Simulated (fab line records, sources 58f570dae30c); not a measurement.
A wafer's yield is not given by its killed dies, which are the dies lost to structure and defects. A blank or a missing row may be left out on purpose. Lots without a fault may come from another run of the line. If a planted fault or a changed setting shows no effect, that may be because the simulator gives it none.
The tool behind it: which one?	flow berkeley_cmos170	Sampling: 14 lots, 42 wafers, 3 of 331 route steps

== WHAT EACH GAUGE READ, for each wafer ==
UCB170_NLDD_TW_MEAS_11.
lot	measured	on	NLDD_TW
L833	day 7 08:34	film_metro-03	2199 2218 2205
L835	day 7 18:39	film_metro-01	2160 2173 2177
L834	day 7 18:54	film_metro-01	2167 2174 2166
L836	day 8 06:58	film_metro-03	2217 2223 2215
L838	day 8 07:32	film_metro-02	2199 2208 2201
L837	day 8 07:46	film_metro-01	2146 2152 2159
L840	day 8 22:07	film_metro-03	2216 2215 2212
L839	day 8 22:50	film_metro-02	2194 2202 2193
L842	day 9 09:17	film_metro-03	2216 2198 2195
L845	day 10 01:40	film_metro-03	2223 2236 2205
L848	day 10 16:27	film_metro-03	2288 2285 2283
L851	day 11 04:28	film_metro-03	2291 2291 2283
L854	day 11 19:48	film_metro-02	2227 2240 2226
L855	day 11 20:47	film_metro-02	2239 2244 2226

UCB170_SDANNEAL_RS_MEAS_05: uses a four-point probe to measure.
lot	measured	on	NLDD_RS (ohm/sq)
L833	day 7 19:44	film_metro-03	614.9 618.0 618.2
L835	day 8 07:02	film_metro-01	616.4 618.3 616.1
L834	day 8 07:41	film_metro-03	618.0 615.8 617.9
L836	day 8 19:28	film_metro-02	616.2 616.8 618.0
L838	day 8 20:20	film_metro-02	617.1 617.7 616.3
L837	day 8 20:46	film_metro-03	615.7 616.4 615.5
L840	day 9 10:08	film_metro-02	617.3 616.7 616.7
L839	day 9 09:32	film_metro-02	617.1 615.8 618.2
L842	day 9 20:41	film_metro-03	616.0 616.5 615.4
L845	day 10 13:11	film_metro-01	616.2 616.4 617.5
L848	day 11 04:10	film_metro-02	586.4 587.3 588.6
L851	day 11 16:13	film_metro-03	584.9 584.8 583.9
L854	day 12 09:52	film_metro-01	617.4 618.0 618.3
L855	day 12 09:01	film_metro-02	618.4 619.2 616.9

== WHICH TOOL RAN EACH LOT (tool, then ch and the chambers of the sampled wafers, then the start) ==
lot	UCB170_NLDD_IMPLANT_09
L833	implanter-04 ch 0, day 7 08:19
L835	implanter-04 ch 0, day 7 18:24
L834	implanter-01 ch 0, day 7 18:40
L836	implanter-01 ch 0, day 8 06:41
L838	implanter-03 ch 0, day 8 07:19
L837	implanter-01 ch 0, day 8 07:31
L840	implanter-03 ch 0, day 8 21:52
L839	implanter-01 ch 0, day 8 22:35
L842	implanter-01 ch 0, day 9 09:02
L845	implanter-04 ch 0, day 10 01:26
L848	implanter-01 ch 0, day 10 16:13
L851	implanter-01 ch 0, day 11 04:14
L854	implanter-03 ch 0, day 11 19:34
L855	implanter-04 ch 0, day 11 20:32
- UCB170_NLDD_IMPLANT_09

== AS READ BY THE TOOLS THEMSELVES (means over the sampled wafers that have a number; for cases with no such wafer, the mark the record gives instead) ==
UCB170_NLDD_IMPLANT_09.
lot	tool	beam_energy_keV
L833	implanter-04	30.000
L835	implanter-04	29.993
L834	implanter-01	29.997
L836	implanter-01	30.000
L838	implanter-03	30.001
L837	implanter-01	30.001
L840	implanter-03	29.996
L839	implanter-01	29.999
L842	implanter-01	29.994
L845	implanter-04	29.990
L848	implanter-01	36.597
L851	implanter-01	36.611
L854	implanter-03	29.986
L855	implanter-04	30.019

== THE ANSWER, worked out from the rows above alone ==
Rule: usual is defined by the lots themselves. Put in order of their means at a reading, lots are off if they are a third of the lots or fewer, leave a main group of 4 or more, and stand apart from it by a gap of 3 or more times the standard deviation of the main group's means; of several such gaps the widest counts. Not used: any main group whose means are identical at the precision the tables above print for the reading. A lot without any number at a reading at which 4 lots or more have one is off too. Any other lot the step has rows for is counted as sound. After the gauges, taken in route order, come the tools' own readings; for these a lot's mean is taken, as printed above. The first step at which some lot is off is used, and at that step the reading that is off furthest; a lot without a number counts as furthest.
Off: at UCB170_SDANNEAL_RS_MEAS_05 (NLDD_RS), L848, L851. Main group: mean 617.0 ohm/sq, sd 0.62.
If a tool, at a process step before that reading, ran all the lots that are off and no sound lot after the first of them, it fits. The gauges at UCB170_SDANNEAL_RS_MEAS_05 aren't tried: what is off there is off at UCB170_NLDD_IMPLANT_09 too, on other tools, and a gauge's error can't cause that. One candidate fits, namely implanter-01 at UCB170_NLDD_IMPLANT_09. A fault onset in the window from L842 (day 9 09:02, its last sound lot) to L848 (day 10 16:13, its first lot off) fits.
The tool's own readings at UCB170_NLDD_IMPLANT_09 bear it out: on the lots that are off they differ by more than 5 times the standard deviation of the sound lots' means. beam_energy_keV reads 36.604 there against 29.998 on the sound lots.

== WHAT THE SIMULATOR PUT IN ==
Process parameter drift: implanter-01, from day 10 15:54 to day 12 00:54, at UCB170_NLDD_IMPLANT_09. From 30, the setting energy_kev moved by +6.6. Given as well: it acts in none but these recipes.
Struck lots among those shown: L848, L851. This agrees with what the rule above found.
